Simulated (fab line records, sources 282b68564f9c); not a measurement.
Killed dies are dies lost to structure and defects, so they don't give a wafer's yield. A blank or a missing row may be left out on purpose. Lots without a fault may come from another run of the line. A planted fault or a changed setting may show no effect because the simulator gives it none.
fab line records | flow rit_cmos
record lots=6 wafers=18 last_day=7
route steps=202 shown M1@184
lots that met no fault: from a run of the same line without faults
start_h: hours from the record's first day to the start of the lot's first wafer shown | wait_h: hours since the lot's step before | " the same as in the row above | L1.1+2: a row that stands for several wafers | - no value, or no start given | * or withheld: withheld | < > ~ a bound
route shown NAME@n: a module of which the file shows steps, and the number in the route of the first | usual: mean/standard deviation of fault-free wafers | same: alike in all rows | chamber/n: place in a boat | sites: the reading at each site | _std_site: their standard deviation | _edge_site: outer sites' mean less inner sites' | radius_mm: how far each site lies from the wafer's centre | mask NAME#n: copy n | behind: the tool/chamber that last shaped the wafer | hold: why the lot was held/for how many hours/how that ended | device: the transistor (n, p or np) that didn't switch | end of line: the same wafers' tests at the end of the route | a step without rows: its recipe alone | killed: dies lost to structure and defects at the first sort, not the wafer's yield | map: a wafer's dies, x killed, . not, _ none there
set.NAME: the setting as run; set.NAME@STEP: as run at that earlier step | model.NAME: the simulator's own value behind a step, which no gauge read
lots at some steps of the route; a table a step, a row a wafer
services: from which hour (start_h, from the record's first day; less than 0 if before it) a tool's chamber was out of use, for how many hours, and why
## steps
# step RIT_M1_SPUTTER_00
# recipe material=Al target_thk_nm=400 power_w=2000 chamber_pressure_pa=0.4 gas=Ar time_s=500 substrate_temp_c=25
# usual throttle_valve_pct=29.9/0.9
# columns lot.wafer tool chamber start_h wait_h throttle_valve_pct
L412.1 pvd_sputter-03 - 58.41 0.0 30.0
L412.5 " - " " 30.1
L412.6 " - " " 29.1
L422.2 pvd_sputter-03 - 107.30 0.0 29.5
L422.5 " - " " 30.1
L422.6 " - " " 29.5
L428.3 pvd_sputter-01 - 137.72 0.0 31.3
L428.4 " - " " 30.0
L428.6 " - " " 29.7
L430.1 pvd_sputter-01 - 149.01 0.0 27.9
L430.2 " - " " 30.3
L430.6 " - " " 31.0
L432.1 pvd_sputter-01 - 162.54 0.0 30.8
L432.2 " - " " 31.2
L432.4 " - " " 30.0
L434.1 pvd_sputter-03 - 169.95 0.0 29.0
L434.4 " - " " 29.0
L434.6 " - " " 29.5
# step RIT_M1_RS_MEAS_01
# recipe thk_meas_gauge=four-point-probe reads=Al_of_M1_SPUTTER_00
# usual M1_AL_RS=0.0736/0.00065
# columns lot.wafer tool chamber start_h wait_h M1_AL_RS[ohm/sq]
L412.1 film_metro-03 - 58.70 0.1 0.0734
L412.5 " - " " 0.0728
L412.6 " - " " 0.0733
L422.2 film_metro-03 - 107.61 0.2 0.0751
L422.5 " - " " 0.0740
L422.6 " - " " 0.0750
L428.3 film_metro-01 - 138.05 0.2 0.0736
L428.4 " - " " 0.0734
L428.6 " - " " 0.0725
L430.1 film_metro-01 - 149.30 0.1 0.0728
L430.2 " - " " 0.0711
L430.6 " - " " 0.0733
L432.1 film_metro-04 - 162.84 0.1 0.0731
L432.2 " - " " 0.0732
L432.4 " - " " 0.0726
L434.1 film_metro-04 - 170.25 0.1 0.0735
L434.4 " - " " 0.0731
L434.6 " - " " 0.0741
# step RIT_M1_THK_MEAS_02
# recipe thk_meas_gauge=xrf reads=Al_of_M1_SPUTTER_00
# usual M1_AL_THK=405/3.9
# columns lot.wafer tool chamber start_h wait_h M1_AL_THK[nm]
L412.1 film_metro-03 - 58.82 0.1 406
L412.5 " - " " 408
L412.6 " - " " 405
L422.2 film_metro-03 - 107.72 0.1 395
L422.5 " - " " 401
L422.6 " - " " 397
L428.3 film_metro-01 - 138.15 0.1 407
L428.4 " - " " 407
L428.6 " - " " 411
L430.1 film_metro-01 - 149.42 0.1 413
L430.2 " - " " 422
L430.6 " - " " 409
L432.1 film_metro-04 - 162.96 0.1 406
L432.2 " - " " 408
L432.4 " - " " 410
L434.1 film_metro-04 - 170.37 0.1 407
L434.4 " - " " 407
L434.6 " - " " 403
# step RIT_M1_HMDS_03
# recipe prime_time_s=60 prime_temp_c=140
# step RIT_M1_COAT_04
# recipe resist=NOVOLAK spin_rpm=2000 resist_thk_nm=1300
# step RIT_M1_SOFTBAKE_05
# recipe resist=NOVOLAK temp_c=90 time_s=60
# step RIT_M1_EXPOSE_06
# recipe mask_id=M12 na=0.6 source_shape=conventional sigma_outer=0.5 target_cd_nm=2600 dose_mj=250
# step RIT_M1_PEB_07
# recipe resist=NOVOLAK temp_c=withheld time_s=withheld
# step RIT_M1_DEVELOP_08
# recipe resist=NOVOLAK develop_time_s=68 dev_temp_c=23
# step RIT_M1_CD_MEAS_09
# recipe target_cd_nm=2600
# usual cd_nm=2599.9/2.3
# columns lot.wafer tool chamber start_h wait_h cd_nm
L412.1 cd_sem-02 - 59.87 - 2596.1
L412.5 " - " " 2597.1
L412.6 " - " " 2597.6
L422.2 cd_sem-01 - 108.80 - 2601.7
L422.5 " - " " 2601.8
L422.6 " - " " 2599.1
L428.3 cd_sem-02 - 139.11 - 2599.7
L428.4 " - " " 2600.6
L428.6 " - " " 2599.5
L430.1 cd_sem-02 - 150.49 - 2600.3
L430.2 " - " " 2600.0
L430.6 " - " " 2597.8
L432.1 cd_sem-02 - 163.95 - 2597.3
L432.2 " - " " 2594.8
L432.4 " - " " 2597.3
L434.1 cd_sem-01 - 171.31 - 2598.0
L434.4 " - " " 2600.5
L434.6 " - " " 2601.0
# step RIT_M1_OVL_MEAS_10
# usual M1_OVL=-0.4/1.4
# columns lot.wafer tool chamber start_h wait_h M1_OVL[nm]
L412.1 overlay-02 - 59.99 0.1 -0.5
L412.5 " - " " -1.3
L412.6 " - " " -2.5
L422.2 overlay-02 - 108.90 0.1 -1.2
L422.5 " - " " 0.6
L422.6 " - " " -0.9
L428.3 overlay-02 - 139.21 0.1 -0.6
L428.4 " - " " 0.0
L428.6 " - " " 1.3
L430.1 overlay-02 - 150.61 0.1 -1.6
L430.2 " - " " -1.7
L430.6 " - " " -2.0
L432.1 overlay-02 - 164.07 0.1 -0.6
L432.2 " - " " -0.2
L432.4 " - " " 0.1
L434.1 overlay-02 - 171.43 0.1 0.2
L434.4 " - " " -0.8
L434.6 " - " " -0.3
# step RIT_M1_HARDBAKE_11
# recipe resist=NOVOLAK temp_c=140 time_s=120
# step RIT_M1_METAL_ETCH_12
# recipe stop_on=SiO2 chemistry=Cl2/BCl3 target=Al time_s=165 over_etch_frac=0.5 pressure_mtorr=100 target_depth_a=6000 rf_w=250 Cl2_flow_sccm=60 bcl3_flow_sccm=50
# usual drypump_motor_current_A=6.04/0.22 oes_product_au=0.776/0.014 over_etch_frac=0.5/0 throttle_valve_pct=8.30/0.11
# columns lot.wafer tool chamber start_h wait_h drypump_motor_current_A oes_product_au over_etch_frac rf_hours_counter_h throttle_valve_pct model.NOVOLAK_of_M1_COAT_04.thk_nm model.SiO2_of_CONTACT_CVD_00.thk_nm model.M1.feature_depth_nm
L412.1 rie_metal-02 0 60.28 0.2 5.76 0.776 0.5 37 8.32 811.4 363.7 432.8
L412.5 " 0 " " 5.77 0.778 0.5 - 8.30 810.5 368.8 435.8
L412.6 " 1 " " 6.43 0.775 0.5 - 8.55 809 367.9 433.6
L422.2 rie_metal-01 1 109.18 0.2 5.92 0.790 0.5 1 8.27 803.3 355.8 423.1
L422.5 " 0 " " 6.04 0.754 0.5 - 8.21 806.6 361.4 429.5
L422.6 " 1 " " 5.93 0.801 0.5 - 8.28 805.7 362.8 425.5
L428.3 rie_metal-01 0 139.53 0.2 6.06 0.618 1.25 - 8.23 637.3 343.1 450.5
L428.4 " 1 " " 5.92 0.643 1.25 - 8.30 639.9 350.8 451.2
L428.6 " 0 " " 6.08 0.625 1.25 - 8.23 635.7 351.5 455.6
L430.1 rie_metal-01 0 150.89 0.2 6.02 0.623 1.25 2 8.23 647.4 348 453.9
L430.2 " 1 " " 5.92 0.655 1.25 2 8.29 645.3 347 463
L430.6 " 1 " " 5.91 0.659 1.25 - 8.29 643.7 354.1 452
L432.1 rie_metal-03 0 164.36 0.2 5.89 0.771 0.5 5 8.30 799 370.4 434.8
L432.2 " 1 " " 6.20 0.791 0.5 5 8.18 812.8 368.9 433.4
L432.4 " 0 " " 5.88 0.767 0.5 - 8.30 802.5 372 437.3
L434.1 rie_metal-02 0 171.71 0.2 5.77 0.780 0.5 0 8.30 810.1 359.2 431.3
L434.4 " 0 " " 5.77 0.783 0.5 - 8.30 814.6 364.9 433.9
L434.6 " 0 " " 5.77 0.782 0.5 - 8.30 809.2 367.7 429.2
# step RIT_M1_STRIP_13
# recipe chemistry=nmp resist=NOVOLAK temp_c=80 time_s=600 dry=n2_spin
# step RIT_M1_STRIP_14
# recipe chemistry=O2 time_s=180 platen_temp_c=withheld power_w=500 pressure_mtorr=4000 o2_flow_sccm=4000
# usual drypump_motor_current_A=5.7/0.6
# columns lot.wafer tool chamber start_h wait_h drypump_motor_current_A rf_hours_counter_h
L412.1 plasma_asher-03 0 60.61 0.0 4.9 39
L412.5 " 1 " " 5.9 -
L412.6 " 0 " " 4.9 -
L422.2 plasma_asher-04 1 109.52 0.0 6.3 50
L422.5 " 1 " " 6.3 -
L422.6 " 0 " " 6.3 -
L428.3 plasma_asher-03 0 139.88 0.1 4.9 -
L428.4 " 1 " " 5.9 -
L428.6 " 1 " " 5.9 -
L430.1 plasma_asher-03 1 151.23 0.0 5.9 49
L430.2 " 0 " " 4.9 49
L430.6 " 0 " " 4.9 -
L432.1 plasma_asher-04 0 164.69 0.0 6.3 55
L432.2 " 1 " " 6.4 55
L432.4 " 1 " " 6.4 -
L434.1 plasma_asher-04 1 172.05 0.0 6.3 56
L434.4 " 1 " " 6.3 -
L434.6 " 0 " " 6.3 -
# step RIT_M1_CD_MEAS_90
# recipe target_cd_nm=2600
# usual cd_nm=2599.9/2.7
# columns lot.wafer tool chamber start_h wait_h hold cd_nm
L412.1 cd_sem-02 - 60.79 0.1 - 2594.7
L412.5 " - " " - 2597.6
L412.6 " - " " - 2597.4
L422.2 cd_sem-01 - 109.71 0.1 - 2601.7
L422.5 " - " " - 2603.1
L422.6 " - " " - 2598.8
L428.3 cd_sem-02 - 140.03 0.1 await_dispo/0.2h/release 2588.4
L428.4 " - " " await_dispo/0.2h/release 2590.1
L428.6 " - " " await_dispo/0.2h/release 2587.9
L428.3 cd_sem-02 - 140.32 0.3 - 2588.3
L428.4 " - " " - 2590.3
L428.6 " - " " - 2587.5
L430.1 cd_sem-02 - 151.41 0.1 await_dispo/0.2h/release 2588.6
L430.2 " - " " await_dispo/0.2h/release 2587.5
L430.6 " - " " await_dispo/0.2h/release 2586.2
L430.1 cd_sem-02 - 151.69 0.3 - 2588.2
L430.2 " - " " - 2587.3
L430.6 " - " " - 2586.1
L432.1 cd_sem-02 - 164.87 0.1 - 2595.8
L432.2 " - " " - 2594.5
L432.4 " - " " - 2595.7
L434.1 cd_sem-02 - 172.23 0.1 - 2600.5
L434.4 " - " " - 2601.5
L434.6 " - " " - 2602.2
# step RIT_M1_PROBE_99
# usual defect_limited_yield=97.3/1.2 killed_at_contacts=0.0/0.16 killed_at_front_end=7/3 killed_dies=7/3 killed_open=3.5/2 killed_short=3.6/2.1 sort_bin_3_pad_short=0.2/0.26 sort_bin_5_function=1.5/0.76 sort_bin_6_memory=1.0/0.65 sort_n_pass=257/3 sort_yield_pct=97.3/1.2
# same gross_dies=264 killed_at_M0_to_M3=0 killed_at_M4_up=0 killed_at_back_side=0 killed_at_other=0
# columns lot.wafer tool chamber start_h wait_h defect_limited_yield[%] killed_at_contacts killed_at_front_end killed_dies killed_open killed_short sort_bin_3_pad_short[%] sort_bin_5_function[%] sort_bin_6_memory[%] sort_n_pass sort_yield_pct[%]
L412.1 prober-02 - 62.53 0.1 95.8 0 11 11 6 5 0 2.3 1.9 253 95.8
L412.5 prober-02 - 62.73 0.2 98.9 0 3 3 2 1 0 0.8 0.4 261 98.9
L412.6 prober-02 - 62.78 0.2 97.3 0 7 7 4 3 0 1.5 1.1 257 97.3
L422.2 prober-02 - 113.80 0.1 97.0 0 8 8 2 6 0 1.1 1.9 256 97.0
L422.5 prober-02 - 113.95 0.2 97.0 0 8 8 6 2 0 1.9 1.1 256 97.0
L422.6 prober-02 - 114.00 0.2 96.2 0 10 10 4 6 0 1.9 1.9 254 96.2
L428.3 prober-02 - 146.23 0.2 97.0 0 8 8 3 5 0.4 1.9 0.8 256 97.0
L428.4 prober-02 - 146.28 0.2 97.0 0 8 8 4 4 0.4 1.1 1.5 256 97.0
L428.6 prober-02 - 146.38 0.2 98.1 0 5 5 3 2 0.4 1.1 0.4 259 98.1
L430.1 prober-01 - 155.84 0.1 99.2 0 2 2 1 1 0.4 0.4 0 262 99.2
L430.2 prober-01 - 155.89 0.1 96.2 0 10 10 6 4 0.8 2.7 0.4 254 96.2
L430.6 prober-01 - 156.09 0.2 97.3 1 6 7 3 4 0.4 1.5 0.8 257 97.3
L432.1 prober-01 - 167.48 0.1 97.7 0 6 6 3 3 0 1.5 0.8 258 97.7
L432.2 prober-01 - 167.53 0.1 96.6 0 9 9 7 2 0 2.3 1.1 255 96.6
L432.4 prober-01 - 167.63 0.2 97.0 0 8 8 4 4 1.1 1.1 0.8 256 97.0
L434.1 prober-01 - 174.02 0.1 96.2 0 10 10 2 8 0 1.9 1.9 254 96.2
L434.4 prober-01 - 174.17 0.2 98.9 0 3 3 1 2 0 1.1 0 261 98.9
L434.6 prober-01 - 174.27 0.2 97.0 0 8 8 2 6 0 1.5 1.5 256 97.0
# killed by level:class
L412.1 GATE:geometric_particle:open=4 FOX1:geometric_particle:short=3 REOX:geometric_particle:open=2 REOX:geometric_particle:short=1 SILICIDE:geometric_particle:short=1
L412.5 GATE:geometric_particle:open=2 REOX:geometric_particle:short=1
L412.6 FOX2:geometric_particle:short=2 GATE:geometric_particle:open=2 FOX1:geometric_particle:open=1 FOX2:geometric_particle:open=1 GATE:geometric_particle:short=1
L422.2 GATE:geometric_particle:short=5 FOX2:geometric_particle:short=1 FOX2:geometric_particle:open=1 GATE:geometric_particle:open=1
L422.5 FOX2:geometric_particle:open=2 GATE:geometric_particle:short=2 REOX:geometric_particle:open=2 FOX1:geometric_particle:open=1 GATE:geometric_particle:open=1
L422.6 GATE:geometric_particle:short=3 FOX1:geometric_particle:short=2 GATE:geometric_particle:open=1 REOX:geometric_particle:open=1 SPACER:geometric_particle:open=1 SILICIDE:geometric_particle:open=1 SILICIDE:geometric_particle:short=1
L428.3 SPACER:geometric_particle:short=2 FOX1:geometric_particle:short=1 GATE:geometric_particle:short=1 GATE:geometric_particle:open=1 REOX:geometric_particle:short=1 SPACER:geometric_particle:open=1 SILICIDE:geometric_particle:open=1
L428.4 FOX1:geometric_particle:open=2 GATE:geometric_particle:short=2 GATE:geometric_particle:open=1 REOX:geometric_particle:short=1 SPACER:geometric_particle:short=1 SPACER:geometric_particle:open=1
L428.6 SPACER:geometric_particle:open=2 FOX1:geometric_particle:open=1 SPACER:geometric_particle:short=1 SILICIDE:geometric_particle:short=1
L430.1 FOX2:geometric_particle:open=1 REOX:geometric_particle:short=1
L430.2 GATE:geometric_particle:open=3 FOX1:geometric_particle:short=2 GATE:geometric_particle:short=2 REOX:geometric_particle:open=2 FOX2:geometric_particle:open=1
L430.6 GATE:geometric_particle:open=3 GATE:geometric_particle:short=2 FOX2:geometric_particle:short=1 CONTACT:geometric_particle:short=1
L432.1 REOX:geometric_particle:short=2 FOX2:geometric_particle:open=1 GATE:geometric_particle:open=1 REOX:geometric_particle:open=1 SILICIDE:geometric_particle:short=1
L432.2 SILICIDE:geometric_particle:open=3 SILICIDE:geometric_particle:short=2 FOX2:geometric_particle:open=1 GATE:geometric_particle:open=1 REOX:geometric_particle:open=1 SPACER:geometric_particle:open=1
L432.4 GATE:geometric_particle:short=2 FOX1:geometric_particle:open=1 REOX:geometric_particle:open=1 SPACER:geometric_particle:short=1 SPACER:geometric_particle:open=1 SILICIDE:geometric_particle:short=1 SILICIDE:geometric_particle:open=1
L434.1 GATE:geometric_particle:short=5 REOX:geometric_particle:short=3 GATE:geometric_particle:open=1 REOX:geometric_particle:open=1
L434.4 SILICIDE:geometric_particle:short=2 REOX:geometric_particle:open=1
L434.6 GATE:geometric_particle:short=2 REOX:geometric_particle:short=2 FOX1:geometric_particle:short=1 FOX2:geometric_particle:short=1 GATE:geometric_particle:open=1 REOX:geometric_particle:open=1
## services
# columns tool chamber start_h hours kind
pvd_sputter-01 - 52.04 1.8 repair
pvd_sputter-01 - 54.21 5.4 repair
rie_metal-01 - 60.19 4.3 pm
rie_metal-03 - 62.33 2.8 pm
rie_metal-03 - 81.11 1.4 pm
plasma_asher-04 - 125.04 2.2 repair
rie_metal-02 - 136.12 20.0 pm
rie_metal-02 0 136.12 20.0 vent_cycle
rie_metal-02 1 136.12 20.0 vent_cycle
pvd_sputter-03 - 136.90 1.7 repair
rie_metal-02 0 156.12 - clean
rie_metal-02 1 156.12 - clean
rie_metal-02 - 169.00 1.4 pm
## key
first_sign step=RIT_M1_METAL_ETCH_12 reading=over_etch_frac direction=up sigmas=99+ usual=0.5 struck=1.25
effect step=RIT_M1_METAL_ETCH_12 reading=oes_product_au direction=down sigmas=9.9 usual=0.776 struck=0.637
effect step=RIT_M1_CD_MEAS_90 reading=visit direction=added
model_effect step=RIT_M1_METAL_ETCH_12 value=NOVOLAK_of_M1_COAT_04.thk_nm without=807.8 struck=641.6
met_at RIT_M1_METAL_ETCH_12
struck_wafers L428.3,L428.4,L428.6,L430.1,L430.2,L430.6
onset_between 109.18 139.53
fault kind=process_parameter_drift tool=rie_metal-01 chamber=- onset_h=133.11 steps=RIT_M1_METAL_ETCH_12 channel=over_etch_frac offset=0.75 shape=step end_h=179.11 stated=0.5
